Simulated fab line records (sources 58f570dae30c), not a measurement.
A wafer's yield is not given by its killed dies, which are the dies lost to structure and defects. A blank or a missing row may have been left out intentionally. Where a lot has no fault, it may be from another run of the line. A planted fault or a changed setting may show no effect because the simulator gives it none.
Chamber matching	flow berkeley cmos170	UCB170_CONTACT_CLEAN_07 on wet bench-01 has 3 sister chambers
The step cleans in SPM, time 600 s. 6 wafers are shown with their chamber, then 7 later ones without.

WAFERS PAIRED WITH THEIR CHAMBERS
wafer	chamber	bath guard temp C (C)
L085.4	3	119.56
L085.6	3	119.60
L087.4	0	119.74
L087.6	0	119.96
L088.4	1	120.04
L088.5	1	119.66

WAFERS WITH NO CHAMBER GIVEN
wafer	bath guard temp C (C)
L088.6	120.49
L089.1	120.21
L089.2	120.05
L089.3	119.56
L089.4	119.82
L089.5	120.03
L089.6	119.85

CHAMBER TAKEN BY EACH
wafer	from the rows above	in truth
L088.6	can't be placed: 0 or 1 or 3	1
L089.1	can't be placed: 0 or 1 or 3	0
L089.2	can't be placed: 0 or 1 or 3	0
L089.3	can't be placed: 3 or 0 or 1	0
L089.4	can't be placed: 0 or 1 or 3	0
L089.5	can't be placed: 0 or 1 or 3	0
L089.6	can't be placed: 0 or 1 or 3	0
Correctly placed: 0 of 7. Can't be placed from these rows: 7 (the true chamber is among the candidates in 7). 0 placed wrongly.
How it was worked out, from the rows above alone: a wafer's distance from a chamber is the root of the sum, over the readings, of the square of ((its reading less the chamber's mean) divided by the reading's scatter). The wafer belongs to the nearest chamber; if the next one is less than 2 further off, it can't be placed. The mean given for a chamber averages the wafers shown for that chamber. The scatter: the root of (the sum of the squares of (reading less its chamber's mean) over the shown wafers, divided by (wafers less chambers)).
